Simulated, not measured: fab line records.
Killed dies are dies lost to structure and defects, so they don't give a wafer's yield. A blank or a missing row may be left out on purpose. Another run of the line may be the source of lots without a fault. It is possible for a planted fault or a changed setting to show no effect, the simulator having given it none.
Which of the tools did it? ; flow berkeley-cmos170 ; 41 wafers from 14 lots sampled at 5 of the route's 331 steps

WHAT EACH GAUGE READ, for each wafer
UCB170_NSD_TW_MEAS_10. Usual: NSD_TW typically reads 4172, with standard deviation 35.
lot;measured;on;NSD_TW;flag
L292;day 8 08:31;film-metro-02;4126 4122 4147;
L290;day 8 08:46;film-metro-01;4189 4203 4207;
L291;day 8 08:59;film-metro-04;4153 4164 4170;
L294;day 8 13:04;film-metro-04;4198 4180 4180;
L293;day 8 13:22;film-metro-04;4160 4160;
L295;day 9 06:30;film-metro-04;4184 4189 4206;
L296;day 9 07:44;film-metro-01;4209 4206 4180;
L303;day 10 13:54;film-metro-02;4105 4118 4109;
L304;day 10 14:26;film-metro-02;4114 4117 4106;
L309;day 11 16:24;film-metro-02;4100 4113 4099;
L306;day 11 16:37;film-metro-04;4178 4199 4185;
L307;day 11 16:43;film-metro-01;4231 4205 4215;
L308;day 11 16:57;film-metro-04;4182 4157 4169;
L312;day 12 09:11;film-metro-04;4188 4203 4194;

UCB170_V1_THK_MEAS_01. Usual: V1_TEOS_THK typically reads 2005 nm, with standard deviation 26.
lot;measured;on;V1_TEOS_THK (nm);flag
L292;day 8 19:56;film-metro-01;1994 2044 2026;
L290;day 8 22:35;film-metro-01;1961 1989 2008;
L291;day 8 22:36;film-metro-04;2010 2029 2015;
L294;day 8 23:55;film-metro-03;1991 1981 2021;
L293;day 9 01:16;film-metro-03;2216 2247;OFF
L295;day 9 22:31;film-metro-01;2178 2224 2224;OFF
L296;day 9 21:07;film-metro-03;1996 1995 2027;
L303;day 11 03:32;film-metro-03;2003 1989 2057;
L304;day 11 03:32;film-metro-04;1988 1989 2023;
L309;day 12 05:36;film-metro-04;1995 1987 2005;
L306;day 12 04:17;film-metro-04;1989 2032 2039;
L307;day 12 06:58;film-metro-04;2026 2008 2028;
L308;day 12 06:56;film-metro-03;1972 1967 1980;
L312;day 13 00:10;film-metro-01;1960 1988 1982;

WHAT TOOL EACH LOT RAN ON (gives the tool, then ch and the chambers of the sampled wafers, and finally the start)
lot;UCB170_NSD_STRIP_09;UCB170_SDANNEAL_RTA_00;UCB170_V1_CVD_00
L292;plasma-asher-02 ch 0,1, day 8 08:25;rtp-anneal-01 ch 0, day 8 10:43;pecvd-04 ch 0,2, day 8 19:46
L290;plasma-asher-04 ch 0,1, day 8 08:40;rtp-anneal-01 ch 0, day 8 10:49;pecvd-03 ch 0,1,2, day 8 22:26
L291;plasma-asher-02 ch 0,1, day 8 08:52;rtp-anneal-01 ch 0, day 8 10:57;pecvd-04 ch 0,1, day 8 22:26
L294;plasma-asher-03 ch 0,1, day 8 12:58;rtp-anneal-01 ch 0, day 8 14:07;pecvd-02 ch 0,1, day 8 23:46
L293;plasma-asher-03 ch 0,1, day 8 13:16;rtp-anneal-01 ch 0, day 8 14:30;pecvd-04 ch 0,1, day 9 01:06
L295;plasma-asher-03 ch 0,1, day 9 06:23;rtp-anneal-01 ch 0, day 9 08:47;pecvd-04 ch 0,2, day 9 22:17
L296;plasma-asher-04 ch 0,1, day 9 07:38;rtp-anneal-01 ch 0, day 9 09:32;pecvd-02 ch 0,2, day 9 20:57
L303;plasma-asher-04 ch 0,1, day 10 13:48;rtp-anneal-01 ch 0, day 10 15:20;pecvd-03 ch 1,2, day 11 03:23
L304;plasma-asher-04 ch 0,1, day 10 14:20;rtp-anneal-02 ch 0, day 10 15:52;pecvd-02 ch 0,2, day 11 03:23
L309;plasma-asher-03 ch 0,1, day 11 16:18;rtp-anneal-01 ch 0, day 11 17:37;pecvd-03 ch 1,2, day 12 05:27
L306;plasma-asher-02 ch 0,1, day 11 16:31;rtp-anneal-02 ch 0, day 11 17:38;pecvd-04 ch 1,2, day 12 04:07
L307;plasma-asher-03 ch 0,1, day 11 16:37;rtp-anneal-01 ch 0, day 11 18:01;pecvd-02 ch 0,1,2, day 12 06:52
L308;plasma-asher-03 ch 0,1, day 11 16:51;rtp-anneal-02 ch 0, day 11 18:14;pecvd-04 ch 0,2, day 12 06:47
L312;plasma-asher-02 ch 0,1, day 12 09:05;rtp-anneal-01 ch 0, day 12 10:19;pecvd-04 ch 0,1,2, day 13 00:01
- UCB170_NSD_STRIP_09: strips in O2.
- UCB170_SDANNEAL_RTA_00: time 10 s.
- UCB170_V1_CVD_00: deposits SiO2 from TEOS/O2, target thk 2000 nm, time 250 s.

WHAT THE TOOLS THEMSELVES READ (means of the sampled wafers that have a number; where no wafer has one, the mark that the record gives instead)
UCB170_NSD_STRIP_09. Usual: drypump-motor-current-A 5.4 A, standard deviation 0.56; oes-product-au 0.534 a.u., standard deviation 0.0048; strip-time-to-endpoint-s 35.79 s, standard deviation 0.066.
lot;tool;drypump-motor-current-A (A);oes-product-au (a.u.);strip-time-to-endpoint-s (s);flag
L292;plasma-asher-02;5.4;0.537;35.87;
L290;plasma-asher-04;5.6;0.535;35.86;
L291;plasma-asher-02;5.4;0.535;35.76;
L294;plasma-asher-03;5.5;0.528;35.84;
L293;plasma-asher-03;5.4;0.537;35.73;
L295;plasma-asher-03;5.6;0.531;35.81;
L296;plasma-asher-04;5.2;0.530;35.74;
L303;plasma-asher-04;5.1;0.538;35.71;
L304;plasma-asher-04;5.6;0.532;35.85;
L309;plasma-asher-03;5.6;0.532;35.86;
L306;plasma-asher-02;5.7;0.532;35.78;
L307;plasma-asher-03;5.2;0.527;35.78;
L308;plasma-asher-03;5.6;0.536;35.80;
L312;plasma-asher-02;5.4;0.533;35.80;

UCB170_SDANNEAL_RTA_00. Usual: lamp-power-pct 24.2 %, standard deviation 2.2; wafer_temp_C_max 905.9, standard deviation 1.4.
lot;tool;lamp-power-pct (%);wafer_temp_C_max;flag
L292;rtp-anneal-01;25.8;905.7;
L290;rtp-anneal-01;25.8;905.0;
L291;rtp-anneal-01;25.8;905.8;
L294;rtp-anneal-01;25.8;905.0;
L293;rtp-anneal-01;25.8;905.5;
L295;rtp-anneal-01;25.8;905.7;
L296;rtp-anneal-01;25.8;905.2;
L303;rtp-anneal-01;25.8;904.9;
L304;rtp-anneal-02;21.1;907.9;
L309;rtp-anneal-01;25.8;904.7;
L306;rtp-anneal-02;21.1;907.1;
L307;rtp-anneal-01;25.8;905.5;
L308;rtp-anneal-02;21.1;906.3;
L312;rtp-anneal-01;25.8;905.0;

UCB170_V1_CVD_00. Usual: heater-power-w 266 W, standard deviation 51; rf-fwd-power-W 548.4 W, standard deviation 1.8; run-length-s 277.9 s, standard deviation 0.48.
lot;tool;heater-power-w (W);rf-fwd-power-W (W);run-length-s (s);flag
L292;pecvd-04;288;547.5;278.2;
L290;pecvd-03;289;547.6;278.4;
L291;pecvd-04;223;548.7;277.8;
L294;pecvd-02;304;547.1;277.8;
L293;pecvd-04;230;549.4;304.4;OFF
L295;pecvd-04;289;550.0;304.2;OFF
L296;pecvd-02;296;549.3;277.9;
L303;pecvd-03;306;550.7;278.5;
L304;pecvd-02;273;548.4;277.9;
L309;pecvd-03;342;547.1;278.6;
L306;pecvd-04;274;549.0;277.8;
L307;pecvd-02;282;548.9;277.7;
L308;pecvd-04;268;548.9;278.0;
L312;pecvd-04;247;548.9;277.8;

THE ANSWER, worked out from the rows above alone
Rule: take the mean of a lot's wafers that have a number; if it is more than 3 standard deviations from the usual mean, the lot is off. Also off: a lot with no number at a reading for which 4 or more lots have one. The other lots that the step has rows for count as sound. After the gauges, taken in route order, come the tools' own readings; for these a lot's mean is taken, as printed above. At the first step where some lot is off, the reading lying furthest off is the one used; lots without a number count as furthest.
Off: L293, L295, at UCB170_V1_THK_MEAS_01 (V1_TEOS_THK).
If a tool, at a process step before that reading, ran all the lots that are off and no sound lot after the first of them, it fits. The gauges at UCB170_V1_THK_MEAS_01 aren't tried: what is off there is off at UCB170_V1_CVD_00 too, on other tools, and a gauge's error can't cause that. Not one of the candidates tried fits.

WHAT HAD BEEN PUT IN BY THE SIMULATOR
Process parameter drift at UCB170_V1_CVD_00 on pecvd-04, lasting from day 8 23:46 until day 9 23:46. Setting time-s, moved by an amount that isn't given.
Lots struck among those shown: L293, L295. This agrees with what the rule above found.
